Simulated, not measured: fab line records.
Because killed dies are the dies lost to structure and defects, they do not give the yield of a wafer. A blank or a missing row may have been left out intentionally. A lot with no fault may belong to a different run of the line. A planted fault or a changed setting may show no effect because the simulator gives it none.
Which tool was responsible? || flow berkeleyCmos170 || 15 lots, 45 wafers sampled, at 4 steps of a route of 331

## WHAT THE GAUGES SHOWED, per wafer
UCB170_ACTIVE_CD_MEAS_90 targets a cd of 1200 nm.
{"lot": "L904", "measured": "day 5 07:09", "on": "cdSem-01", "cdNm (nm)": "1197.9 1198.8 1197.9"}
{"lot": "L906", "measured": "day 5 15:27", "on": "cdSem-01", "cdNm (nm)": "1198.9 1198.0 1197.8"}
{"lot": "L905", "measured": "day 5 15:43", "on": "cdSem-02", "cdNm (nm)": "1200.2 1197.9 1197.5"}
{"lot": "L907", "measured": "day 6 00:02", "on": "cdSem-02", "cdNm (nm)": "1197.8 1199.6 1197.9"}
{"lot": "L908", "measured": "day 6 00:18", "on": "cdSem-01", "cdNm (nm)": "1199.8 1200.3 1199.7"}
{"lot": "L909", "measured": "day 6 09:19", "on": "cdSem-01", "cdNm (nm)": "1201.4 1200.8 1200.4"}
{"lot": "L910", "measured": "day 6 19:04", "on": "cdSem-02", "cdNm (nm)": "1201.6 1201.5 1201.0"}
{"lot": "L912", "measured": "day 6 19:14", "on": "cdSem-01", "cdNm (nm)": "1200.0 1201.6 1201.7"}
{"lot": "L914", "measured": "day 7 01:11", "on": "cdSem-01", "cdNm (nm)": "1199.6 1199.2 1200.2"}
{"lot": "L913", "measured": "day 7 01:25", "on": "cdSem-02", "cdNm (nm)": "1200.8 1200.8 1200.7"}
{"lot": "L921", "measured": "day 8 04:22", "on": "cdSem-01", "cdNm (nm)": "1199.1 1200.2 1201.3"}
{"lot": "L918", "measured": "day 8 04:27", "on": "cdSem-02", "cdNm (nm)": "1197.0 1199.5 1197.9"}
{"lot": "L923", "measured": "day 9 09:24", "on": "cdSem-01", "cdNm (nm)": "1199.6 1200.6 1200.3"}
{"lot": "L926", "measured": "day 9 09:44", "on": "cdSem-02", "cdNm (nm)": "1200.5 1199.9 1201.7"}
{"lot": "L924", "measured": "day 9 09:48", "on": "cdSem-01", "cdNm (nm)": "1197.3 1197.9 1197.7"}

UCB170_FIELD_THK_MEAS_90.
{"lot": "L904", "measured": "day 6 02:46", "on": "filmMetro-04", "FIELD_OXIDE_LEFT_1_THK (nm)": "454 454 454"}
{"lot": "L906", "measured": "day 6 15:10", "on": "filmMetro-04", "FIELD_OXIDE_LEFT_1_THK (nm)": "449 444 443"}
{"lot": "L905", "measured": "day 6 15:11", "on": "filmMetro-02", "FIELD_OXIDE_LEFT_1_THK (nm)": "442 449 443"}
{"lot": "L907", "measured": "day 6 22:31", "on": "filmMetro-01", "FIELD_OXIDE_LEFT_1_THK (nm)": "472 457 462"}
{"lot": "L908", "measured": "day 6 22:32", "on": "filmMetro-04", "FIELD_OXIDE_LEFT_1_THK (nm)": "448 450 445"}
{"lot": "L909", "measured": "day 7 03:05", "on": "filmMetro-04", "FIELD_OXIDE_LEFT_1_THK (nm)": "432 425 427"}
{"lot": "L910", "measured": "day 7 12:01", "on": "filmMetro-01", "FIELD_OXIDE_LEFT_1_THK (nm)": "438 442 450"}
{"lot": "L912", "measured": "day 7 11:59", "on": "filmMetro-02", "FIELD_OXIDE_LEFT_1_THK (nm)": "453 448 438"}
{"lot": "L914", "measured": "day 8 00:19", "on": "filmMetro-01", "FIELD_OXIDE_LEFT_1_THK (nm)": "438 439 432"}
{"lot": "L913", "measured": "day 8 00:18", "on": "filmMetro-02", "FIELD_OXIDE_LEFT_1_THK (nm)": "447 442 431"}
{"lot": "L921", "measured": "day 9 01:36", "on": "filmMetro-02", "FIELD_OXIDE_LEFT_1_THK (nm)": "443 441 438"}
{"lot": "L918", "measured": "day 9 01:32", "on": "filmMetro-01", "FIELD_OXIDE_LEFT_1_THK (nm)": "426 443 428"}
{"lot": "L923", "measured": "day 10 02:59", "on": "filmMetro-04", "FIELD_OXIDE_LEFT_1_THK (nm)": "439 438 434"}
{"lot": "L926", "measured": "day 10 03:00", "on": "filmMetro-01", "FIELD_OXIDE_LEFT_1_THK (nm)": "433 427 441"}
{"lot": "L924", "measured": "day 10 03:13", "on": "filmMetro-02", "FIELD_OXIDE_LEFT_1_THK (nm)": "461 455 446"}

UCB170_NLDD_TW_MEAS_11.
{"lot": "L904", "measured": "day 8 00:03", "on": "filmMetro-03", "NLDD_TW": "2179 2170 2180"}
{"lot": "L906", "measured": "day 8 08:06", "on": "filmMetro-01", "NLDD_TW": "2212 2208 2208"}
{"lot": "L905", "measured": "day 8 07:50", "on": "filmMetro-03", "NLDD_TW": "2173 2166 2182"}
{"lot": "L907", "measured": "day 8 15:35", "on": "filmMetro-02", "NLDD_TW": "2224 2219 2237"}
{"lot": "L908", "measured": "day 8 15:13", "on": "filmMetro-01", "NLDD_TW": "2210 2204 2201"}
{"lot": "L909", "measured": "day 9 03:04", "on": "filmMetro-01", "NLDD_TW": "2197 2194 2211"}
{"lot": "L910", "measured": "day 9 09:25", "on": "filmMetro-02", "NLDD_TW": "2239 2239 2236"}
{"lot": "L912", "measured": "day 9 08:50", "on": "filmMetro-03", "NLDD_TW": "2175 2194 2191"}
{"lot": "L914", "measured": "day 9 21:07", "on": "filmMetro-02", "NLDD_TW": "2243 2225 2232"}
{"lot": "L913", "measured": "day 9 21:23", "on": "filmMetro-03", "NLDD_TW": "2189 2175 2184"}
{"lot": "L921", "measured": "day 10 17:08", "on": "filmMetro-02", "NLDD_TW": "30 30 30"}
{"lot": "L918", "measured": "day 10 17:01", "on": "filmMetro-01", "NLDD_TW": "2208 2206 2218"}
{"lot": "L923", "measured": "day 11 20:59", "on": "filmMetro-02", "NLDD_TW": "30 30 30"}
{"lot": "L926", "measured": "day 11 22:22", "on": "filmMetro-01", "NLDD_TW": "2206 2198 2219"}
{"lot": "L924", "measured": "day 11 21:49", "on": "filmMetro-01", "NLDD_TW": "30 30 30"}

## EACH LOT AND THE TOOL THAT RAN IT (in order: tool; ch and the chambers of the sampled wafers; start)
{"lot": "L904", "UCB170_NLDD_DEVELOP_05": "lithoTrack-04 ch 0, day 7 23:00"}
{"lot": "L906", "UCB170_NLDD_DEVELOP_05": "lithoTrack-01 ch 0, day 8 07:00"}
{"lot": "L905", "UCB170_NLDD_DEVELOP_05": "lithoTrack-01 ch 0, day 8 07:00"}
{"lot": "L907", "UCB170_NLDD_DEVELOP_05": "lithoTrack-01 ch 0, day 8 14:00"}
{"lot": "L908", "UCB170_NLDD_DEVELOP_05": "lithoTrack-04 ch 0, day 8 14:00"}
{"lot": "L909", "UCB170_NLDD_DEVELOP_05": "lithoTrack-01 ch 0, day 9 02:00"}
{"lot": "L910", "UCB170_NLDD_DEVELOP_05": "lithoTrack-04 ch 0, day 9 08:00"}
{"lot": "L912", "UCB170_NLDD_DEVELOP_05": "lithoTrack-04 ch 0, day 9 08:00"}
{"lot": "L914", "UCB170_NLDD_DEVELOP_05": "lithoTrack-03 ch 0, day 9 20:00"}
{"lot": "L913", "UCB170_NLDD_DEVELOP_05": "lithoTrack-03 ch 0, day 9 20:00"}
{"lot": "L921", "UCB170_NLDD_DEVELOP_05": "lithoTrack-01 ch 0, day 10 16:00"}
{"lot": "L918", "UCB170_NLDD_DEVELOP_05": "lithoTrack-03 ch 0, day 10 16:00"}
{"lot": "L923", "UCB170_NLDD_DEVELOP_05": "lithoTrack-01 ch 0, day 11 20:00"}
{"lot": "L926", "UCB170_NLDD_DEVELOP_05": "lithoTrack-03 ch 0, day 11 21:00"}
{"lot": "L924", "UCB170_NLDD_DEVELOP_05": "lithoTrack-01 ch 0, day 11 21:00"}
- UCB170_NLDD_DEVELOP_05: develop time 45 s.

## AS READ BY THE TOOLS THEMSELVES (means over the sampled wafers that have a number; for cases with no such wafer, the mark the record gives instead)
The record holds no such reading with a usual standard deviation.

## THE ANSWER, worked out from the rows above alone
Rule: the lots themselves supply what counts as usual. The widest of any qualifying gaps counts: lots, ordered by their means at a reading, are off when they make up no more than a third of the lots, leave a main group of 4 or more, and stand apart from it by 3 or more times the standard deviation of that group's means. Not used: any main group whose means are identical at the precision the tables above print for the reading. Also off: a lot with no number at a reading for which 4 or more lots have one. Where the step has rows for the other lots, those lots are counted as sound. Order of review: gauges by route order, followed by the tools' own readings, for which a lot's mean as printed above is used. The first step at which some lot is off is used, and at that step the reading that is off furthest; a lot without a number counts as furthest.
Off: at UCB170_NLDD_TW_MEAS_11 (NLDD_TW), L921, L923, L924. The main group: mean 2204, standard deviation 21.
If a tool, at a process step before that reading, ran all the lots that are off and no sound lot after the first of them, it fits. Those tools and the gauges at UCB170_NLDD_TW_MEAS_11 are tried in the same way. One candidate fits, namely lithoTrack-01 at UCB170_NLDD_DEVELOP_05. Its last sound lot is L909 (day 9 02:00), its first lot that is off L921 (day 10 16:00): a fault that began between those two fits.

## WHAT WAS PUT IN BY THE SIMULATOR
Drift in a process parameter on lithoTrack-01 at UCB170_NLDD_DEVELOP_05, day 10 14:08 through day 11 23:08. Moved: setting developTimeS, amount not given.
Lots struck among those shown: L921, L923, L924. The rule above found the same.
